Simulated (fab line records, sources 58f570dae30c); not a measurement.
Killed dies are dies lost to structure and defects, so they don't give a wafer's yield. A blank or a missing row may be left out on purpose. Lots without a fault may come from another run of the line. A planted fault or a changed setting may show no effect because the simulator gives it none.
Which tool did it? | flow berkeley_cmos170 | 15 lots, 45 wafers sampled, at 4 steps of a route of 331

WHAT THE GAUGES READ, wafer by wafer
UCB170_V2_CD_MEAS_90: target cd 700 nm. Usual: cd_nm 700.1 nm, standard deviation 1.8.
lot  | measured     | on        | cd_nm (nm)        | flag
L430 | day 8 12:07  | cd_sem-02 | 700.2 698.6 699.2 |
L431 | day 8 14:08  | cd_sem-02 | 699.5 700.4 697.8 |
L432 | day 8 20:40  | cd_sem-01 | 703.5 702.2 702.3 |
L433 | day 8 21:17  | cd_sem-01 | 700.1 697.8 699.2 |
L436 | day 9 23:23  | cd_sem-01 | 697.5 697.4 699.1 |
L437 | day 9 20:59  | cd_sem-02 | 698.2 697.6 699.3 |
L438 | day 10 07:50 | cd_sem-02 | 702.8 700.4 700.7 |
L439 | day 10 07:12 | cd_sem-01 | 699.2 702.0 701.8 |
L440 | day 11 08:46 | cd_sem-01 | 698.4 701.0 699.7 |
L442 | day 11 16:02 | cd_sem-01 | 696.7 697.9 698.3 |
L444 | day 11 16:29 | cd_sem-02 | 698.9 701.6 701.0 |
L445 | day 11 14:46 | cd_sem-02 | 698.6 698.3 699.5 |
L448 | day 12 22:43 | cd_sem-02 | 699.1 701.3 702.7 |
L450 | day 12 19:11 | cd_sem-02 | 697.2 695.5 697.6 |
L451 | day 12 22:50 | cd_sem-01 | 699.9 701.2 701.0 |

WHICH TOOL RAN EACH LOT (tool, then ch and the chambers of the sampled wafers, then the start)
lot  | UCB170_ACTIVE_CLEAN_01         | UCB170_V2_CVD_00                | UCB170_V2_CMP_02
L430 | wet_bench-02 ch 1, day 4 03:19 | pecvd-04 ch 0,1, day 8 09:20    | cmp-02 ch 0,3, day 8 09:37
L431 | wet_bench-02 ch 2, day 4 03:19 | pecvd-03 ch 0,2, day 8 11:45    | cmp-01 ch 0,1,3, day 8 12:07
L432 | wet_bench-02 ch 3, day 4 16:01 | pecvd-04 ch 0,1, day 8 18:14    | cmp-01 ch 0,3, day 8 18:27
L433 | wet_bench-03 ch 0, day 4 16:53 | pecvd-02 ch 0,1,2, day 8 18:31  | cmp-02 ch 0,3, day 8 18:47
L436 | wet_bench-03 ch 1, day 5 08:28 | pecvd-04 ch 1,2, day 9 20:59    | cmp-02 ch 0,2, day 9 21:15
L437 | wet_bench-03 ch 0, day 5 08:28 | pecvd-03 ch 0,1,2, day 9 17:34  | cmp-02 ch 0,1,3, day 9 17:53
L438 | wet_bench-02 ch 3, day 5 20:31 | pecvd-03 ch 0,2, day 10 05:09   | cmp-02 ch 1,3, day 10 05:22
L439 | wet_bench-04 ch 3, day 5 23:19 | pecvd-04 ch 0,1,2, day 10 04:55 | cmp-01 ch 2,3, day 10 05:07
L440 | wet_bench-03 ch 2, day 6 09:09 | pecvd-03 ch 0,1,2, day 11 06:14 | cmp-02 ch 1,2,3, day 11 06:36
L442 | wet_bench-02 ch 3, day 6 15:50 | pecvd-04 ch 0,1, day 11 13:36   | cmp-01 ch 2,3, day 11 13:49
L444 | wet_bench-02 ch 0, day 6 15:50 | pecvd-03 ch 0,1, day 11 14:10   | cmp-02 ch 1,2,3, day 11 14:29
L445 | wet_bench-03 ch 2, day 7 03:43 | pecvd-02 ch 0,1, day 11 11:15   | cmp-02 ch 0,1,3, day 11 11:39
L448 | wet_bench-02 ch 0, day 8 07:29 | pecvd-04 ch 0,1,2, day 12 19:58 | cmp-02 ch 0,1,3, day 12 20:11
L450 | wet_bench-02 ch 3, day 8 07:29 | pecvd-02 ch 0,1, day 12 16:44   | cmp-01 ch 1,3, day 12 16:57
L451 | wet_bench-02 ch 0, day 8 07:29 | pecvd-02 ch 0,1, day 12 20:10   | cmp-01 ch 0,2,3, day 12 20:23
- UCB170_ACTIVE_CLEAN_01: cleans in dHF, time 60 s.
- UCB170_V2_CVD_00: deposits SiO2 from TEOS/O2, target thk 2000 nm, time 250 s.
- UCB170_V2_CMP_02: polishes SiO2.

WHAT THE TOOLS THEMSELVES READ (means of the sampled wafers that have a number; where no wafer has one, the mark that the record gives instead)
UCB170_V2_CVD_00. Usual: heater_power_w 251 W, standard deviation 48.
lot  | tool     | heater_power_w (W) | flag
L430 | pecvd-04 | 225                |
L431 | pecvd-03 | 276                |
L432 | pecvd-04 | 244                |
L433 | pecvd-02 | 218                |
L436 | pecvd-04 | 253                |
L437 | pecvd-03 | 232                |
L438 | pecvd-03 | 237                |
L439 | pecvd-04 | 264                |
L440 | pecvd-03 | 223                |
L442 | pecvd-04 | 242                |
L444 | pecvd-03 | 298                |
L445 | pecvd-02 | 254                |
L448 | pecvd-04 | 291                |
L450 | pecvd-02 | 208                |
L451 | pecvd-02 | 211                |

UCB170_V2_CMP_02. Usual: edge_zone_pressure_frac 1.000, standard deviation 0.005; head_pressure_psi 5.997 psi, standard deviation 0.014; motor_current_A 15.2 A, standard deviation 1.
lot  | tool   | edge_zone_pressure_frac | head_pressure_psi (psi) | motor_current_A (A) | flag
L430 | cmp-02 | 0.998                   | 6.013                   | 15.2                |
L431 | cmp-01 | 1.000                   | 5.993                   | 14.1                |
L432 | cmp-01 | 0.999                   | 5.990                   | 14.7                |
L433 | cmp-02 | 0.996                   | 6.008                   | 14.8                |
L436 | cmp-02 | 1.002                   | 5.989                   | 14.9                |
L437 | cmp-02 | 1.002                   | 6.006                   | 15.5                |
L438 | cmp-02 | 1.002                   | 5.993                   | 15.6                |
L439 | cmp-01 | 1.001                   | 5.986                   | 16.1                |
L440 | cmp-02 | 0.997                   | 6.003                   | 15.5                |
L442 | cmp-01 | 1.001                   | 5.977                   | 16.1                |
L444 | cmp-02 | 1.003                   | 5.999                   | 15.8                |
L445 | cmp-02 | 1.001                   | 5.988                   | 15.6                |
L448 | cmp-02 | 1.004                   | 5.989                   | 15.3                |
L450 | cmp-01 | 1.000                   | 5.987                   | 14.7                |
L451 | cmp-01 | 1.003                   | 5.999                   | 14.6                |

THE ANSWER, worked out from the rows above alone
Rule: a lot is off if the mean of its wafers that have a number lies more than 3 standard deviations from the usual mean. A lot without any number at a reading at which 4 lots or more have one is off too. The other lots that the step has rows for count as sound. The gauges are gone through in route order, then the tools' own readings, and for those a lot's mean is taken as printed above. The first step at which some lot is off is used, and at that step the reading that is off furthest; a lot without a number counts as furthest.
No lot is off at any reading shown: from this, nothing can be told.

WHAT THE SIMULATOR HAD PUT IN
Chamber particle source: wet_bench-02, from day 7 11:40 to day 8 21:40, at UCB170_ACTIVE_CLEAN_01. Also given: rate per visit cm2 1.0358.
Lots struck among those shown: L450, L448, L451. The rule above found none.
